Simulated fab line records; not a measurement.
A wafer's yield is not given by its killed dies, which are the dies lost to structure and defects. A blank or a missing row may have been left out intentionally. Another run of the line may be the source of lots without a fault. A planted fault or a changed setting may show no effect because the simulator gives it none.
Problem report in the 8D (eight disciplines) form, filled by code || flow ritCmos || the parts of the form that need people (team, actions taken, sign-off) are left out

== 1. THE PROBLEM ==
PWELL_TW at RIT_PWELL_TW_MEAS_10 reads a mean of 908 on 6 wafers of 2 lots; wafers without a fault read 947 with a standard deviation of 7.8. That puts it -4.9 standard deviations away from the usual mean.
First observed at day 4 16:01: wafer L788.3, on filmMetro-02. The record holds 42 wafers of 14 lots with a number at this step. Rule for "out" (also "out of limits"): further than 4 standard deviations from the usual mean. The rest of the wafers with a number are treated as sound.

== 2. WHAT THIS IS AND IS NOT ==
{"question": "which readings at this step", "is": "PWELL_TW", "is not": "-"}
{"question": "which lots", "is": "L788, L791", "is not": "L775, L776, L777, L778, L780, L781, L782, L792, L795, L796, L797, L798"}
{"question": "which wafers of those lots", "is": "all that have a number", "is not": "-"}
{"question": "read on which gauges", "is": "filmMetro-02, filmMetro-04", "is not": "filmMetro-01"}
{"question": "when", "is": "from day 4 16:01", "is not": "up to then (21 sound wafers); but 15 sound wafers of L792, L795, L796, L797, L798 came after"}

== 3. THE SUSPECTS, EACH WITH WHAT RULES IT OUT ==
Counting: a tool stays on the suspect list if, at a process step up to the reading, it processed all lots that are out and no sound lot following the first of them.
- the gauge at RIT_PWELL_TW_MEAS_10 is ruled out. Those wafers that are out were read across 2 gauges (filmMetro-02, filmMetro-04).
- implanter-04 at RIT_PWELL_IMPLANT_08: kept. Every lot that is out went through it, starting with L788 (day 4 15:43), and after that it ran no sound lot; the last sound lot it ran before then is L782 (day 3 09:41). On those wafers its own readings are out: beamOnS, faradayCurrentUA.
Left after counting: implanter-04 at RIT_PWELL_IMPLANT_08.

== 4. THE CAUSE (what the simulator had put in) ==
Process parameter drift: implanter-04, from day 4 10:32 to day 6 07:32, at RIT_PWELL_IMPLANT_08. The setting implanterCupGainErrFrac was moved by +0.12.
This tool alone remained once counting was done.

== 5. THE CHAIN OF EFFECTS, in route order ==
Each row: a reading where the mean over the struck wafers with a number is more than 3 standard deviations away from the usual. Only readings for which the record gives a usual standard deviation are gone through. hours: the time from each lot's start at the first step in this table that gives one to its start at this step, as a median over the lots. sigmas: the change in usual standard deviations.
{"hours": 0, "step": "RIT_PWELL_IMPLANT_08", "reading": "beamOnS", "usual": "10.00 s", "on struck wafers": 8.85, "change": -1.15, "sigmas": -5.2}
{"hours": 0, "step": "RIT_PWELL_IMPLANT_08", "reading": "faradayCurrentUA", "usual": 222, "on struck wafers": 251, "change": "+29", "sigmas": "+5.9"}
{"hours": 0, "step": "RIT_PWELL_TW_MEAS_10", "reading": "PWELL_TW", "usual": 947, "on struck wafers": 908, "change": -38, "sigmas": -4.9}
{"hours": 9, "step": "RIT_WELLDRIVE_RS_MEAS_02", "reading": "PWELL_RS", "usual": "429.0 ohm/sq", "on struck wafers": 459.6, "change": "+30.6", "sigmas": "+25"}
Process steps it contains:
- RIT_PWELL_IMPLANT_08

== 6. HOW IT WOULD HAVE BEEN CAUGHT EARLIER ==
The first out-of-limits reading at a measuring or inspecting step in this record came at day 4 16:01, 5 hours after the fault's start at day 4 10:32.
The tool's own readings at RIT_PWELL_IMPLANT_08 were out on every struck wafer that the step has a row for (beamOnS, faradayCurrentUA): an alarm limit on them would have fired on the first of those.
Of the lots that are out (2), L791 began RIT_PWELL_IMPLANT_08 on implanter-04 after day 4 16:01. A hold on the tool at that time would have spared it.
